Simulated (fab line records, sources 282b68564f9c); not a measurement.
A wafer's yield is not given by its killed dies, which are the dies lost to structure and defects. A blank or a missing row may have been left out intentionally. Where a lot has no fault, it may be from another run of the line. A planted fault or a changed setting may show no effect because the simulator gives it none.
fab line records / flow rit_cmos
record lots=14 wafers=42 last_day=8
route steps=202 shown ACTIVE@18 M1@202
lots that met no fault: taken from a fault-free run of the same line
start_h: hours from the record's first day to the start of the lot's first wafer shown / wait_h: hours from the lot's prior step to this one / " identical to the entry in the row above / L1.1+2: a row that stands for several wafers / - no value present, or no start provided / * or withheld: withheld / < > ~ a bound
route shown NAME@n: a module of which the file shows steps, and the number in the route of the first / usual: mean/standard deviation taken from wafers without a fault / same: alike in all rows / chamber/n: place in a boat / sites: per-site readings / _std_site: standard deviation across them / _edge_site: mean of outer sites minus mean of inner sites / radius_mm: how far each site lies from the wafer's centre / mask NAME#n: copy n / behind: the tool/chamber that last shaped the wafer / hold: what put the lot on hold/how long, in hours/how the hold closed / device: whichever transistor did not switch (one of n, p or np) / end of line: tests of these same wafers at the route's end / a step without rows: its recipe alone / killed: dies lost to structure and defects at the first sort, not the wafer's yield / map: the dies of a wafer, with x for killed, . for not killed, _ for no die there
set.NAME: the setting as run; set.NAME@STEP: as run at that earlier step / model.NAME: the simulator's own value behind a step, which no gauge read
a sample of lots followed through the steps of the route, with each step as a table and each wafer as a row
## steps
# step RIT_ACTIVE_CLEAN_16
# recipe chemistry=dHF dilution=50:1 time_s=30
lot.wafer=L671.1+4+6 tool=wet_bench-04 chamber=2 start_h=15.92 wait_h=0.0
lot.wafer=L672.2+3+5 tool=wet_bench-02 chamber=0 start_h=20.33 wait_h=0.0
lot.wafer=L673.2+4+5 tool=wet_bench-02 chamber=2 start_h=26.55 wait_h=0.0
lot.wafer=L675.1+4+5 tool=wet_bench-01 chamber=3 start_h=35.36 wait_h=0.0
lot.wafer=L677.3+4+5 tool=wet_bench-04 chamber=3 start_h=46.75 wait_h=0.0
lot.wafer=L682.2+4+6 tool=wet_bench-02 chamber=3 start_h=71.61 wait_h=0.0
lot.wafer=L683.3+4+5 tool=wet_bench-02 chamber=1 start_h=76.05 wait_h=0.0
lot.wafer=L684.1+5+6 tool=wet_bench-02 chamber=0 start_h=80.44 wait_h=0.0
lot.wafer=L686.1+2+3 tool=wet_bench-01 chamber=3 start_h=91.17 wait_h=0.0
lot.wafer=L687.1+2+3 tool=wet_bench-04 chamber=1 start_h=95.56 wait_h=0.0
lot.wafer=L688.3+4+5 tool=wet_bench-01 chamber=1 start_h=102.17 wait_h=0.0
lot.wafer=L689.2+3+6 tool=wet_bench-01 chamber=0 start_h=105.45 wait_h=0.0
lot.wafer=L690.4+5+6 tool=wet_bench-01 chamber=3 start_h=113.13 wait_h=0.0
lot.wafer=L692.3+4+6 tool=wet_bench-01 chamber=2 start_h=122.81 wait_h=0.0
# step RIT_M1_PROBE_99
# usual killed_at_front_end=6.6/2.7 killed_dies=6.7/2.7 killed_open=3.4/2 killed_short=3.2/1.8
# same gross_dies=264 killed_at_M0_to_M3=0 killed_at_M4_up=0 killed_at_back_side=0 killed_at_contacts=0 killed_at_other=0
lot.wafer=L671.1 tool=prober-02 chamber=- start_h=68.24 wait_h=0.1 killed_at_front_end=7 killed_dies=7 killed_open=2 killed_short=5
lot.wafer=L671.4 tool=prober-02 chamber=- start_h=68.39 wait_h=0.2 killed_at_front_end=6 killed_dies=6 killed_open=1 killed_short=5
lot.wafer=L671.6 tool=prober-02 chamber=- start_h=68.49 wait_h=0.2 killed_at_front_end=5 killed_dies=5 killed_open=4 killed_short=1
lot.wafer=L672.2 tool=prober-01 chamber=- start_h=69.79 wait_h=0.1 killed_at_front_end=5 killed_dies=5 killed_open=1 killed_short=4
lot.wafer=L672.3 tool=prober-01 chamber=- start_h=69.84 wait_h=0.2 killed_at_front_end=6 killed_dies=6 killed_open=4 killed_short=2
lot.wafer=L672.5 tool=prober-01 chamber=- start_h=69.94 wait_h=0.2 killed_at_front_end=12 killed_dies=12 killed_open=9 killed_short=3
lot.wafer=L673.2 tool=prober-02 chamber=- start_h=71.29 wait_h=0.1 killed_at_front_end=9 killed_dies=9 killed_open=5 killed_short=4
lot.wafer=L673.4 tool=prober-02 chamber=- start_h=71.39 wait_h=0.2 killed_at_front_end=10 killed_dies=10 killed_open=5 killed_short=5
lot.wafer=L673.5 tool=prober-02 chamber=- start_h=71.44 wait_h=0.2 killed_at_front_end=7 killed_dies=7 killed_open=6 killed_short=1
lot.wafer=L675.1 tool=prober-02 chamber=- start_h=82.65 wait_h=0.1 killed_at_front_end=12 killed_dies=12 killed_open=5 killed_short=7
lot.wafer=L675.4 tool=prober-02 chamber=- start_h=82.80 wait_h=0.2 killed_at_front_end=4 killed_dies=4 killed_open=4 killed_short=0
lot.wafer=L675.5 tool=prober-02 chamber=- start_h=82.85 wait_h=0.2 killed_at_front_end=6 killed_dies=6 killed_open=3 killed_short=3
lot.wafer=L677.3 tool=prober-02 chamber=- start_h=94.70 wait_h=0.2 killed_at_front_end=8 killed_dies=8 killed_open=4 killed_short=4
lot.wafer=L677.4 tool=prober-02 chamber=- start_h=94.75 wait_h=0.2 killed_at_front_end=4 killed_dies=4 killed_open=4 killed_short=0
lot.wafer=L677.5 tool=prober-02 chamber=- start_h=94.80 wait_h=0.2 killed_at_front_end=7 killed_dies=7 killed_open=3 killed_short=4
lot.wafer=L682.2 tool=prober-01 chamber=- start_h=114.76 wait_h=0.1 killed_at_front_end=5 killed_dies=5 killed_open=3 killed_short=2
lot.wafer=L682.4 tool=prober-01 chamber=- start_h=114.86 wait_h=0.2 killed_at_front_end=11 killed_dies=11 killed_open=5 killed_short=6
lot.wafer=L682.6 tool=prober-01 chamber=- start_h=114.96 wait_h=0.2 killed_at_front_end=10 killed_dies=10 killed_open=5 killed_short=5
lot.wafer=L683.3 tool=prober-02 chamber=- start_h=122.80 wait_h=0.2 killed_at_front_end=49 killed_dies=49 killed_open=4 killed_short=1
lot.wafer=L683.4 tool=prober-02 chamber=- start_h=122.85 wait_h=0.2 killed_at_front_end=44 killed_dies=44 killed_open=1 killed_short=2
lot.wafer=L683.5 tool=prober-02 chamber=- start_h=122.90 wait_h=0.2 killed_at_front_end=44 killed_dies=44 killed_open=1 killed_short=0
lot.wafer=L684.1 tool=prober-01 chamber=- start_h=130.13 wait_h=0.1 killed_at_front_end=43 killed_dies=43 killed_open=1 killed_short=2
lot.wafer=L684.5 tool=prober-01 chamber=- start_h=130.33 wait_h=0.2 killed_at_front_end=45 killed_dies=45 killed_open=2 killed_short=4
lot.wafer=L684.6 tool=prober-01 chamber=- start_h=130.38 wait_h=0.2 killed_at_front_end=46 killed_dies=46 killed_open=3 killed_short=0
lot.wafer=L686.1 tool=prober-01 chamber=- start_h=145.16 wait_h=0.1 killed_at_front_end=6 killed_dies=6 killed_open=2 killed_short=4
lot.wafer=L686.2 tool=prober-01 chamber=- start_h=145.21 wait_h=0.1 killed_at_front_end=3 killed_dies=3 killed_open=2 killed_short=1
lot.wafer=L686.3 tool=prober-01 chamber=- start_h=145.26 wait_h=0.2 killed_at_front_end=8 killed_dies=8 killed_open=2 killed_short=5
lot.wafer=L687.1 tool=prober-02 chamber=- start_h=146.66 wait_h=0.1 killed_at_front_end=3 killed_dies=3 killed_open=0 killed_short=3
lot.wafer=L687.2 tool=prober-02 chamber=- start_h=146.71 wait_h=0.1 killed_at_front_end=5 killed_dies=5 killed_open=4 killed_short=1
lot.wafer=L687.3 tool=prober-02 chamber=- start_h=146.76 wait_h=0.2 killed_at_front_end=8 killed_dies=8 killed_open=2 killed_short=6
lot.wafer=L688.3 tool=prober-01 chamber=- start_h=159.88 wait_h=0.2 killed_at_front_end=5 killed_dies=5 killed_open=3 killed_short=2
lot.wafer=L688.4 tool=prober-01 chamber=- start_h=159.93 wait_h=0.2 killed_at_front_end=5 killed_dies=5 killed_open=2 killed_short=3
lot.wafer=L688.5 tool=prober-01 chamber=- start_h=159.98 wait_h=0.2 killed_at_front_end=5 killed_dies=5 killed_open=2 killed_short=3
lot.wafer=L689.2 tool=prober-02 chamber=- start_h=166.43 wait_h=0.1 killed_at_front_end=7 killed_dies=7 killed_open=4 killed_short=3
lot.wafer=L689.3 tool=prober-02 chamber=- start_h=166.48 wait_h=0.2 killed_at_front_end=11 killed_dies=11 killed_open=5 killed_short=6
lot.wafer=L689.6 tool=prober-02 chamber=- start_h=166.63 wait_h=0.2 killed_at_front_end=9 killed_dies=9 killed_open=3 killed_short=6
lot.wafer=L690.4 tool=prober-01 chamber=- start_h=175.24 wait_h=0.2 killed_at_front_end=2 killed_dies=2 killed_open=1 killed_short=1
lot.wafer=L690.5 tool=prober-01 chamber=- start_h=175.29 wait_h=0.2 killed_at_front_end=5 killed_dies=5 killed_open=2 killed_short=3
lot.wafer=L690.6 tool=prober-01 chamber=- start_h=175.34 wait_h=0.2 killed_at_front_end=10 killed_dies=10 killed_open=3 killed_short=7
lot.wafer=L692.3 tool=prober-02 chamber=- start_h=180.27 wait_h=0.2 killed_at_front_end=9 killed_dies=9 killed_open=5 killed_short=4
lot.wafer=L692.4 tool=prober-02 chamber=- start_h=180.32 wait_h=0.2 killed_at_front_end=10 killed_dies=10 killed_open=1 killed_short=9
lot.wafer=L692.6 tool=prober-02 chamber=- start_h=180.42 wait_h=0.2 killed_at_front_end=7 killed_dies=7 killed_open=3 killed_short=4
# killed by level:class
L671.1 SPACER:geometric_particle:short=3 GATE:geometric_particle:open=1 GATE:geometric_particle:short=1 REOX:geometric_particle:short=1 SPACER:geometric_particle:open=1
L671.4 FOX2:geometric_particle:short=2 GATE:geometric_particle:short=2 GATE:geometric_particle:open=1 SPACER:geometric_particle:short=1
L671.6 GATE:geometric_particle:open=2 FOX2:geometric_particle:open=1 GATE:geometric_particle:short=1 REOX:geometric_particle:open=1
L672.2 GATE:geometric_particle:short=3 GATE:geometric_particle:open=1 REOX:geometric_particle:short=1
L672.3 GATE:geometric_particle:short=1 GATE:geometric_particle:open=1 REOX:geometric_particle:open=1 REOX:geometric_particle:short=1 SPACER:geometric_particle:open=1 SILICIDE:geometric_particle:open=1
L672.5 FOX1:geometric_particle:open=3 GATE:geometric_particle:open=3 GATE:geometric_particle:short=2 FOX1:geometric_particle:short=1 REOX:geometric_particle:open=1 SPACER:geometric_particle:open=1 SILICIDE:geometric_particle:open=1
L673.2 REOX:geometric_particle:open=5 FOX2:geometric_particle:short=2 FOX1:geometric_particle:short=1 GATE:geometric_particle:short=1
L673.4 GATE:geometric_particle:short=3 REOX:geometric_particle:open=2 FOX1:geometric_particle:short=1 FOX2:geometric_particle:short=1 FOX2:geometric_particle:open=1 SPACER:geometric_particle:open=1 SILICIDE:geometric_particle:open=1
L673.5 REOX:geometric_particle:open=3 SILICIDE:geometric_particle:open=2 FOX1:geometric_particle:open=1 GATE:geometric_particle:short=1
L675.1 GATE:geometric_particle:open=3 REOX:geometric_particle:short=3 FOX1:geometric_particle:short=2 FOX2:geometric_particle:open=2 FOX2:geometric_particle:short=1 SPACER:geometric_particle:short=1
L675.4 GATE:geometric_particle:open=3 FOX1:geometric_particle:open=1
L675.5 FOX1:geometric_particle:short=2 SILICIDE:geometric_particle:open=2 FOX2:geometric_particle:short=1 GATE:geometric_particle:open=1
L677.3 GATE:geometric_particle:open=3 GATE:geometric_particle:short=2 FOX1:geometric_particle:short=1 FOX1:geometric_particle:open=1 SILICIDE:geometric_particle:short=1
L677.4 FOX1:geometric_particle:open=2 GATE:geometric_particle:open=1 REOX:geometric_particle:open=1
L677.5 GATE:geometric_particle:open=2 FOX2:geometric_particle:short=1 GATE:geometric_particle:short=1 REOX:geometric_particle:open=1 REOX:geometric_particle:short=1 SPACER:geometric_particle:short=1
L682.2 GATE:geometric_particle:open=2 GATE:geometric_particle:short=1 SPACER:geometric_particle:short=1 SILICIDE:geometric_particle:open=1
L682.4 GATE:geometric_particle:short=2 GATE:geometric_particle:open=2 SPACER:geometric_particle:short=2 SILICIDE:geometric_particle:short=2 SILICIDE:geometric_particle:open=2 SPACER:geometric_particle:open=1
L682.6 GATE:geometric_particle:open=4 GATE:geometric_particle:short=2 SILICIDE:geometric_particle:short=2 FOX1:geometric_particle:short=1 REOX:geometric_particle:open=1
L683.3 ACTIVE:unspecified=44 FOX2:geometric_particle:open=2 GATE:geometric_particle:open=2 SPACER:geometric_particle:short=1
L683.4 ACTIVE:unspecified=41 GATE:geometric_particle:short=2 GATE:geometric_particle:open=1
L683.5 ACTIVE:unspecified=43 SILICIDE:geometric_particle:open=1
L684.1 ACTIVE:unspecified=40 GATE:geometric_particle:short=1 GATE:geometric_particle:open=1 REOX:geometric_particle:short=1
L684.5 ACTIVE:unspecified=39 SILICIDE:geometric_particle:short=2 GATE:geometric_particle:short=1 GATE:geometric_particle:open=1 REOX:geometric_particle:short=1 SILICIDE:geometric_particle:open=1
L684.6 ACTIVE:unspecified=43 SPACER:geometric_particle:open=2 SILICIDE:geometric_particle:open=1
L686.1 REOX:geometric_particle:short=2 GATE:geometric_particle:short=1 GATE:geometric_particle:open=1 SPACER:geometric_particle:short=1 STARTING-WAFER:geometric_particle:open=1
L686.2 FOX1:geometric_particle:open=1 FOX2:geometric_particle:open=1 GATE:geometric_particle:short=1
L686.3 FOX2:geometric_particle:short=3 FOX2:geometric_particle:open=1 REOX:geometric_particle:open=1 REOX:geometric_particle:short=1 SILICIDE:geometric_particle:short=1 NSD:coat_microbubble_printed=1
L687.1 FOX1:geometric_particle:short=1 FOX2:geometric_particle:short=1 GATE:geometric_particle:short=1
L687.2 FOX1:geometric_particle:open=2 FOX2:geometric_particle:open=1 SPACER:geometric_particle:open=1 SILICIDE:geometric_particle:short=1
L687.3 GATE:geometric_particle:short=2 GATE:geometric_particle:open=2 SILICIDE:geometric_particle:short=2 FOX1:geometric_particle:short=1 FOX2:geometric_particle:short=1
L688.3 REOX:geometric_particle:open=3 GATE:geometric_particle:short=1 SPACER:geometric_particle:short=1
L688.4 FOX2:geometric_particle:short=2 GATE:geometric_particle:open=2 REOX:geometric_particle:short=1
L688.5 FOX1:geometric_particle:open=2 FOX1:geometric_particle:short=1 GATE:geometric_particle:short=1 SPACER:geometric_particle:short=1
L689.2 GATE:geometric_particle:open=2 GATE:geometric_particle:short=2 FOX1:geometric_particle:open=1 FOX2:geometric_particle:short=1 SILICIDE:geometric_particle:open=1
L689.3 GATE:geometric_particle:open=5 GATE:geometric_particle:short=4 FOX2:geometric_particle:short=1 REOX:geometric_particle:short=1
L689.6 FOX1:geometric_particle:short=2 REOX:geometric_particle:short=2 FOX2:geometric_particle:short=1 GATE:geometric_particle:short=1 GATE:geometric_particle:open=1 REOX:geometric_particle:open=1 SPACER:geometric_particle:open=1
L690.4 REOX:geometric_particle:open=1 SPACER:geometric_particle:short=1
L690.5 SPACER:geometric_particle:short=2 GATE:geometric_particle:short=1 REOX:geometric_particle:open=1 SPACER:geometric_particle:open=1
L690.6 GATE:geometric_particle:short=3 REOX:geometric_particle:short=3 GATE:geometric_particle:open=1 REOX:geometric_particle:open=1 SPACER:geometric_particle:short=1 SPACER:geometric_particle:open=1
L692.3 FOX1:geometric_particle:open=3 GATE:geometric_particle:short=2 FOX1:geometric_particle:short=1 GATE:geometric_particle:open=1 SPACER:geometric_particle:open=1 SILICIDE:geometric_particle:short=1
L692.4 GATE:geometric_particle:short=6 FOX1:geometric_particle:short=2 FOX1:geometric_particle:open=1 FOX2:geometric_particle:short=1
L692.6 GATE:geometric_particle:short=3 GATE:geometric_particle:open=2 FOX1:geometric_particle:open=1 SILICIDE:geometric_particle:short=1
## key
first_sign step=RIT_M1_PROBE_99 reading=killed_dies direction=up sigmas=14 usual=6.7 struck=45.2
effect step=RIT_M1_PROBE_99 reading=killed_at_front_end direction=up sigmas=14 usual=6.6 struck=45.2
met_at RIT_ACTIVE_CLEAN_16
struck_lots L683,L684
tester_left_out L683,L684
onset_between 71.61 76.05
fault kind=chamber_particle_source tool=wet_bench-02 chamber=- onset_h=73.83 steps=RIT_ACTIVE_CLEAN_16 rate_per_visit_cm2=2.1355 end_h=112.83
# tester_left_out: of these lots the tester's yield and bins aren't shown, on N5 and GAA mostly nor the transistor test; their killed dies are dies lost to structure and defects alone, not to doping, threshold or leakage, so they don't give the yield
